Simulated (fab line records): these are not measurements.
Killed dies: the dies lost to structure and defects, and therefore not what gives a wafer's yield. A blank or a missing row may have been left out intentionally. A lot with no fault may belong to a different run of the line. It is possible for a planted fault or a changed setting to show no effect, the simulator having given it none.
A struck lot beside a sound one + flow rit_cmos + 15 steps out of a route of 202
Sound: wafers L935.2, L935.3, L935.6. Struck: wafer L941.5. (L941.3, L941.6 of the same lot were not struck and are left out.) The cause comes at the end.
Each step with rows lists, per side, the tool, then ch with its chambers, then its first start. Under that, the readings that differ: sound wafers + struck wafers + difference of the means + sigmas: that difference in standard deviations of wafers without a fault.
alike: readings whose means differ by less than 2 such deviations, and words and numbers that are the same on both sides. not compared: withheld readings, readings that some wafer has no value for, bounds like >300 that may hide the same value, and numbers for which the record gives no deviation and whose values overlap.
A row with sigmas, a row that says differs or no value, or rows on one side alone: a step with any of these is where the two part. Non-overlapping numbers with no deviation appear without sigmas and do not part them. A reading that every wafer of one side lacks parts them only if that side has two wafers or more.

RIT_M1_THK_MEAS_02: measures by xrf.
  sound: film_metro-01 at day 4 05:53; struck: film_metro-02 at day 5 08:19
  alike: M1_AL_THK
then, 6 steps without rows for these wafers: RIT_M1_HMDS_03 (prime time 60 s); RIT_M1_COAT_04 (resist thk 1300 nm); RIT_M1_SOFTBAKE_05 (time 60 s); RIT_M1_EXPOSE_06 (exposes mask M12, target cd 2600 nm); RIT_M1_PEB_07; RIT_M1_DEVELOP_08 (develop time 68 s).
RIT_M1_CD_MEAS_09 targets a cd of 2600 nm.
  sound: cd_sem-02 at day 4 06:50; struck: cd_sem-02 at day 5 09:16
  alike: cd_nm
RIT_M1_OVL_MEAS_10:
  sound: overlay-01 at day 4 06:56; struck: overlay-01 at day 5 09:22
  alike: M1_OVL
then, 1 step without rows for these wafers: RIT_M1_HARDBAKE_11 (time 120 s).
RIT_M1_METAL_ETCH_12: etches Al in Cl2/BCl3, stops on SiO2, time 165 s, target depth 600 nm.
  sound on rie_metal-04 ch 0,1, day 4 07:23; struck on rie_metal-04 ch 0, day 5 09:41
  alike: chamber_pressure_mTorr, drypump_motor_current_A, oes_product_au, throttle_valve_pct
  not compared: rf_hours_counter_h
then, 1 step without rows for these wafers: RIT_M1_STRIP_13 (strips in nmp, time 600 s).
RIT_M1_STRIP_14: strips in O2, time 180 s.
  sound on plasma_asher-04 ch 0,1, day 4 07:44; struck on plasma_asher-04 ch 0, day 5 10:02
| reading          | sound             | struck | difference | sigmas |
|------------------|-------------------|--------|------------|--------|
| run_length_s (s) | 208.5 208.4 207.8 | 197.4  | -10.8      | -23    |
  alike: chamber_pressure_mTorr, drypump_motor_current_A
  not compared: rf_hours_counter_h, rf_refl_power_W
RIT_M1_CD_MEAS_90 targets a cd of 2600 nm.
  sound: cd_sem-01 at day 4 07:56; struck: cd_sem-01 at day 5 10:11
  alike: cd_nm
RIT_M1_PROBE_99:
  sound: prober-01 at day 4 09:42; struck: prober-02 at day 5 12:05
  alike: defect_limited_yield, killed_at_M0_to_M3, killed_at_contacts, killed_at_front_end, killed_dies, killed_open, killed_short, sort_bin_3_pad_short, sort_bin_5_function, sort_bin_6_memory, sort_n_pass, sort_yield_pct

== WHERE THEY PART ==
Only at RIT_M1_STRIP_14, as far as this record shows. Later steps at which nothing parts them and some readings are alike: RIT_M1_CD_MEAS_90, RIT_M1_PROBE_99.

WHY: what had been put in by the simulator
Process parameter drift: plasma_asher-04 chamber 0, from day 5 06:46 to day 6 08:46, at RIT_M1_STRIP_14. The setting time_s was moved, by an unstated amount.
